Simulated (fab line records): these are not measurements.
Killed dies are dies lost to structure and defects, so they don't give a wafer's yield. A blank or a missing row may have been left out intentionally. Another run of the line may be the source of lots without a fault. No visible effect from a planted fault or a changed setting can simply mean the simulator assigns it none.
Comparing a struck lot with a sound one -- flow rit_cmos -- 14 out of 202 route steps
Sound: the wafers L296.2, L296.5, L296.6. Wafers struck: L299.1, L299.2, L299.4. The cause is named last.
For every step that has rows: the tool of each side, followed by ch and its chambers, followed by its first start. Under that, the readings that differ: sound wafers -- struck wafers -- difference of the means -- sigmas: that difference in standard deviations of wafers without a fault.
alike: readings with means less than 2 such deviations apart, plus words and numbers identical on both sides. not compared: withheld readings, readings lacking a value on some wafer, bounds such as >300 that could conceal the same value, and numbers that have no deviation in the record and whose values overlap.
The two part at a step that has a row with sigmas, a row that says differs or no value, or rows on one side only. Numbers that have no deviation but don't overlap get no sigmas and don't part them. A reading that every wafer of one side lacks parts them only if that side has two wafers or more.

RIT_SDANNEAL_RTA_03: time 5 s.
  sound on rtp_anneal-01 ch 0, day 3 16:50; struck on rtp_anneal-02 ch 0, day 4 10:08
  alike: chamber_o2_ppm, wafer_temp_C_max
RIT_SDANNEAL_RS_MEAS_04: measurement is done with a four-point probe.
  sound: film_metro-03 at day 3 16:55; struck: film_metro-03 at day 4 10:12
  alike: PSD_RS
RIT_SDANNEAL_RS_MEAS_05: measurement is done with a four-point probe.
  sound: film_metro-03 at day 3 17:02; struck: film_metro-03 at day 4 10:19
  alike: NSD_RS
RIT_SDANNEAL_RS_MEAS_06: measurement is done with a four-point probe.
  sound: film_metro-03 at day 3 17:09; struck: film_metro-03 at day 4 10:26
  alike: PLDD_RS
RIT_SDANNEAL_RS_MEAS_07: measurement is done with a four-point probe.
  sound: film_metro-03 at day 3 17:16; struck: film_metro-03 at day 4 10:34
reading,sound,struck,difference,sigmas
NLDD_RS (ohm/sq),151.3 151.5 151.3,152.7 152.8 152.3,+1.2,+2
then, 1 step without rows for these wafers: RIT_SILICIDE_WET_ETCH_00 (etches SiO2 in BOE, target depth 14 nm, time 15 s).
RIT_SILICIDE_SPUTTER_01: material Ti, target thk 30 nm, time 240 s.
  sound: pvd_sputter-01 at day 3 17:23; struck: pvd_sputter-04 at day 4 10:41
  alike: cathode_dc_power_W, throttle_valve_pct
RIT_SILICIDE_RS_MEAS_02: measurement is done with a four-point probe.
  sound: film_metro-04 at day 3 17:33; struck: film_metro-03 at day 4 10:50
  alike: SILICIDE_TI_RS
RIT_SILICIDE_THK_MEAS_03: measures by xrf.
  sound: film_metro-04 at day 3 17:40; struck: film_metro-03 at day 4 10:58
  alike: SILICIDE_TI_THK
RIT_SILICIDE_RTA_04: time 9.618 s, ramp up 5 s, ramp down 5 s.
  sound on rtp_anneal-02 ch 0, day 3 17:43; struck on rtp_anneal-01 ch 0, day 4 11:01
  alike: chamber_o2_ppm, wafer_temp_C_max
then, 1 step without rows for these wafers: RIT_SILICIDE_WET_ETCH_05 (etches Ti in SPM, time 120 s).
RIT_SILICIDE_RTA_06: time 10 s, ramp up 5 s, ramp down 10 s.
  sound on rtp_anneal-01 ch 0, day 3 17:50; struck on rtp_anneal-02 ch 0, day 4 11:08
  alike: chamber_o2_ppm, wafer_temp_C_max
RIT_CONTACT_CVD_00: deposits SiO2 from TEOS, target thk 400 nm, time 61 s.
  sound on pecvd-01 ch 0,1, day 3 17:53; struck on pecvd-01 ch 0,1,2, day 4 11:11
  no value came back on the struck wafers for heater_power_w (W), rf_fwd_power_W (W); on the sound wafers heater_power_w (W) reads 286 310 318
RIT_M1_PROBE_99:
  rows exist in the record for the sound wafers here (prober-02, day 4 01:44), none for the struck ones

WHERE THEY PART
Last at RIT_M1_PROBE_99 as far as this record goes, first at RIT_SDANNEAL_RS_MEAS_07.

WHY: what had been put in by the simulator
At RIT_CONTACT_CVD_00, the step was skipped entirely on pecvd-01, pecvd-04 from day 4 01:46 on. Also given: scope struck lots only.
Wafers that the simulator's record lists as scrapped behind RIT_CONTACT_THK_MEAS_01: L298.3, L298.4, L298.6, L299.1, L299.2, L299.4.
